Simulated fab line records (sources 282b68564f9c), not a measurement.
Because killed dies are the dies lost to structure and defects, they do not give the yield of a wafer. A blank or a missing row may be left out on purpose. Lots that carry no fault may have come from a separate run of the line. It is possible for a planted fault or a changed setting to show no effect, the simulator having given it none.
A struck lot beside a sound one | flow rit cmos | 17 steps out of a route of 202
Sound: the wafers L612.2, L612.4, L612.5. Wafers L600.1, L600.4, L600.6 were the ones struck. At the end, the cause is stated.
Order at every step that has rows: each side's tool, ch and its chambers, its first start. Under that, the readings that differ: sound wafers | struck wafers | difference of the means | sigmas: that difference in standard deviations of wafers without a fault.
alike: readings with means less than 2 such deviations apart, plus words and numbers identical on both sides. not compared: withheld readings, readings lacking a value on some wafer, bounds such as >300 that could conceal the same value, and numbers that have no deviation in the record and whose values overlap.
A row with sigmas, a row that says differs or no value, or rows on one side alone: a step with any of these is where the two part. When numbers do not overlap yet have no deviation, they are printed without sigmas and do not part them. A reading that every wafer of one side lacks parts them only if that side has two wafers or more.

RIT_NWELL_TW_MEAS_10:
  sound on film metro-02, day 5 16:17; struck on film metro-02, day 3 10:56
  alike: NWELL_TW
then, 6 steps without rows for these wafers: RIT_PWELL_HMDS_00 (prime time 60 s); RIT_PWELL_COAT_01 (resist thk 1300 nm); RIT_PWELL_SOFTBAKE_02 (time 60 s); RIT_PWELL_EXPOSE_03 (exposes mask M3, target cd 43700 nm); RIT_PWELL_PEB_04; RIT_PWELL_DEVELOP_05 (develop time 68 s).
RIT_PWELL_OVL_MEAS_06:
  sound on overlay-01, day 5 17:21; struck on overlay-02, day 3 11:53
  reading        | sound          | struck         | difference | sigmas
  PWELL_OVL (nm) | -0.5 -1.3 -0.4 | -3.4 -3.4 -2.6 | -2.4       | -2
then, 2 steps without rows for these wafers: RIT_PWELL_HARDBAKE_07 (time 120 s); RIT_PWELL_IMPLANT_08.
RIT_PWELL_STRIP_09: strips in O2, time 180 s.
  sound on plasma asher-04 ch 0,1, day 5 17:47; struck on plasma asher-04 ch 1, day 3 12:19
  alike: drypump motor current A
  not compared: rf hours counter h
RIT_PWELL_TW_MEAS_10:
  sound on film metro-02, day 5 17:58; struck on film metro-03, day 3 12:29
  alike: PWELL_TW
RIT_WELLDRIVE_ANNEAL_00: time 14700 s.
  sound on furnace-04 ch 0, day 5 18:01; struck on furnace-01 ch 0, day 3 14:46
  reading          | sound             | struck            | difference | sigmas
  run length s (s) | 18286 18286 18286 | 15339 15339 15339 | -2947      | -99 or more
RIT_WELLDRIVE_RS_MEAS_01: a four-point-probe measurement.
  sound on film metro-03, day 5 23:07; struck on film metro-01, day 3 19:51
  reading           | sound             | struck            | difference | sigmas
  NWELL_RS (ohm/sq) | 275.7 276.7 275.6 | 287.1 286.4 285.5 | +10.3      | +16
RIT_WELLDRIVE_RS_MEAS_02: a four-point-probe measurement.
  sound on film metro-03, day 5 23:14; struck on film metro-01, day 3 19:58
  reading           | sound             | struck            | difference | sigmas
  PWELL_RS (ohm/sq) | 430.1 430.0 430.7 | 439.6 440.7 440.1 | +9.9       | +9
then, 1 step without rows for these wafers: RIT_NRETRO_HMDS_00 (prime time 60 s).
RIT_M1_PROBE_99:
  sound wafers here have rows in the record (prober-02, day 7 04:02); struck ones have none

WHERE THEY PART
First at RIT_PWELL_OVL_MEAS_06; last, within this record, at RIT_M1_PROBE_99.

WHY: what the simulator had put in
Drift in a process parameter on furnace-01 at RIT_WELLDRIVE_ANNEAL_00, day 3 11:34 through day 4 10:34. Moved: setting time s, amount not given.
